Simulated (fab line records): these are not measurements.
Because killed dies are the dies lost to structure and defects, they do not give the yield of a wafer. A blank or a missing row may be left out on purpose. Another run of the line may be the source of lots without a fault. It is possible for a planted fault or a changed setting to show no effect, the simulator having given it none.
Which tool was responsible? :: flow berkeleyCmos170 :: Sampling: 7 lots, 21 wafers, 4 of 331 route steps

## WHAT THE GAUGES SHOWED, per wafer
UCB170_PFIELD_TW_MEAS_09.
lot: L568
measured: day 4 19:15
on: filmMetro-02
PFIELD_TW: 609 604 605

lot: L570
measured: day 4 23:13
on: filmMetro-02
PFIELD_TW: 607 612 603

lot: L572
measured: day 5 07:56
on: filmMetro-02
PFIELD_TW: 607 604 605

lot: L574
measured: day 5 17:29
on: filmMetro-02
PFIELD_TW: 606 608 604

lot: L576
measured: day 6 03:47
on: filmMetro-02
PFIELD_TW: 608 608 608

lot: L578
measured: day 7 01:38
on: filmMetro-04
PFIELD_TW: 599 598 597

lot: L584
measured: day 8 09:22
on: filmMetro-03
PFIELD_TW: 702 704 708

## WHAT TOOL EACH LOT RAN ON (gives the tool, then ch and the chambers of the sampled wafers, and finally the start)
lot: L568
UCB170_NWELL_STRIP_15: plasmaAsher-02 ch 0,1, day 2 14:49
UCB170_PWELL_STRIP_16: plasmaAsher-02 ch 0,1, day 3 09:06
UCB170_PFIELD_IMPLANT_07: implanter-03 ch 0, day 4 19:00

lot: L570
UCB170_NWELL_STRIP_15: plasmaAsher-01 ch 0,1, day 3 00:14
UCB170_PWELL_STRIP_16: plasmaAsher-02 ch 0,1, day 3 15:14
UCB170_PFIELD_IMPLANT_07: implanter-02 ch 0, day 4 22:58

lot: L572
UCB170_NWELL_STRIP_15: plasmaAsher-02 ch 0,1, day 3 11:03
UCB170_PWELL_STRIP_16: plasmaAsher-02 ch 1, day 4 06:29
UCB170_PFIELD_IMPLANT_07: implanter-03 ch 0, day 5 07:41

lot: L574
UCB170_NWELL_STRIP_15: plasmaAsher-03 ch 0,1, day 3 21:36
UCB170_PWELL_STRIP_16: plasmaAsher-02 ch 0,1, day 4 13:17
UCB170_PFIELD_IMPLANT_07: implanter-02 ch 0, day 5 17:14

lot: L576
UCB170_NWELL_STRIP_15: plasmaAsher-01 ch 0,1, day 4 08:27
UCB170_PWELL_STRIP_16: plasmaAsher-02 ch 0,1, day 4 22:42
UCB170_PFIELD_IMPLANT_07: implanter-02 ch 0, day 6 03:32

lot: L578
UCB170_NWELL_STRIP_15: plasmaAsher-01 ch 0,1, day 4 19:52
UCB170_PWELL_STRIP_16: plasmaAsher-03 ch 0,1, day 5 11:27
UCB170_PFIELD_IMPLANT_07: implanter-02 ch 0, day 7 01:23

lot: L584
UCB170_NWELL_STRIP_15: plasmaAsher-01 ch 0,1, day 6 09:47
UCB170_PWELL_STRIP_16: plasmaAsher-03 ch 0,1, day 7 03:36
UCB170_PFIELD_IMPLANT_07: implanter-02 ch 0, day 8 09:07
- UCB170_NWELL_STRIP_15: strips in O2.
- UCB170_PWELL_STRIP_16: strips in O2.
- UCB170_PFIELD_IMPLANT_07

## THE ANSWER, worked out from the rows above alone
Rule: usual is defined by the lots themselves. Put in order of their means at a reading, lots are off if they are a third of the lots or fewer, leave a main group of 4 or more, and stand apart from it by a gap of 3 or more times the standard deviation of the main group's means; of several such gaps the widest counts. A main group is skipped when, at the precision printed for the reading in the tables above, its means are all equal. A lot without any number at a reading at which 4 lots or more have one is off too. The other lots that the step has rows for count as sound.
Off: at UCB170_PFIELD_TW_MEAS_09 (PFIELD_TW), L584. The main group has a mean of 605 with a standard deviation of 3.3.
A tool fits if, at a process step before that reading, it ran every lot that is off, and no sound lot after the first of them. Gauges at UCB170_PFIELD_TW_MEAS_09: tried the same way as those tools. Can't be told from this: 4 tools fit, plasmaAsher-01 at UCB170_NWELL_STRIP_15, plasmaAsher-03 at UCB170_PWELL_STRIP_16, implanter-02 at UCB170_PFIELD_IMPLANT_07, filmMetro-03 at UCB170_PFIELD_TW_MEAS_09.

## WHAT THE SIMULATOR HAD INSERTED
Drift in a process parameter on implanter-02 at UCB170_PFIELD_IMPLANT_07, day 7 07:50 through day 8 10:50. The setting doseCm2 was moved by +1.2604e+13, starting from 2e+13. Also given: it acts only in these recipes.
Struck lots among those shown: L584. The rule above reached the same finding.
